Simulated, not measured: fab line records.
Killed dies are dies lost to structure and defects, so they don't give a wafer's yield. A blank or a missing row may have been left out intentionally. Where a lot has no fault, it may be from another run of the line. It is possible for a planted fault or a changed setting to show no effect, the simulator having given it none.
A struck lot beside a sound one + flow rit_cmos + 6 out of 202 route steps
Sound: wafers L756.1, L756.4, L756.5. The struck wafers were L765.1, L765.4, L765.5. The cause is named last.
Each step with rows lists, per side, the tool, then ch with its chambers, then its first start. Under that, the readings that differ: sound wafers + struck wafers + difference of the means + sigmas: that difference in standard deviations of wafers without a fault.
alike: readings whose means differ by less than 2 such deviations, and words and numbers that are the same on both sides. not compared: withheld readings, readings that some wafer has no value for, bounds like >300 that may hide the same value, and numbers for which the record gives no deviation and whose values overlap.
The two part at a step that has a row with sigmas, a row that says differs or no value, or rows on one side only. Numbers that don't overlap but have no deviation are shown without sigmas and don't part them. A reading that every wafer of one side lacks parts them only if that side has two wafers or more.

RIT_ACTIVE_BOW_MEAS_00:
  sound: film_metro-01 at day 1 20:00; struck: film_metro-01 at day 3 17:00
  alike: INCOMING_BOW
then, 1 step without rows for these wafers: RIT_ACTIVE_OXIDATION_01 (target thk 46.8 nm, ox time 3360 s).
RIT_ACTIVE_THK_MEAS_02:
  sound: film_metro-04 at day 1 22:11; struck: film_metro-01 at day 3 20:22
  alike: ACTIVE_OXIDE_THK
RIT_ACTIVE_CVD_03: deposits Si3N4 from SiH2Cl2/NH3, target thk 150 nm, time 1500 s.
  sound on lpcvd-02 ch 1, day 1 22:14; struck on lpcvd-01 ch 1, day 3 22:01
  alike: zone_power_centre_pct, zone_power_source_pct
RIT_ACTIVE_THK_MEAS_04:
  sound: film_metro-01 at day 1 23:40; struck: film_metro-03 at day 4 00:18
| reading                 | sound             | struck            | difference | sigmas      |
|-------------------------|-------------------|-------------------|------------|-------------|
| ACTIVE_NITRIDE_THK (nm) | 149.6 149.6 150.6 | 304.6 302.4 300.6 | +152.6     | +99 or more |
RIT_M1_PROBE_99:
  the record holds rows for the sound wafers here (prober-01, day 3 23:21) but none for the struck ones

== WHERE THEY PART ==
Earliest at RIT_ACTIVE_THK_MEAS_04; latest, in this record, at RIT_M1_PROBE_99.

WHY: the cause the simulator had injected
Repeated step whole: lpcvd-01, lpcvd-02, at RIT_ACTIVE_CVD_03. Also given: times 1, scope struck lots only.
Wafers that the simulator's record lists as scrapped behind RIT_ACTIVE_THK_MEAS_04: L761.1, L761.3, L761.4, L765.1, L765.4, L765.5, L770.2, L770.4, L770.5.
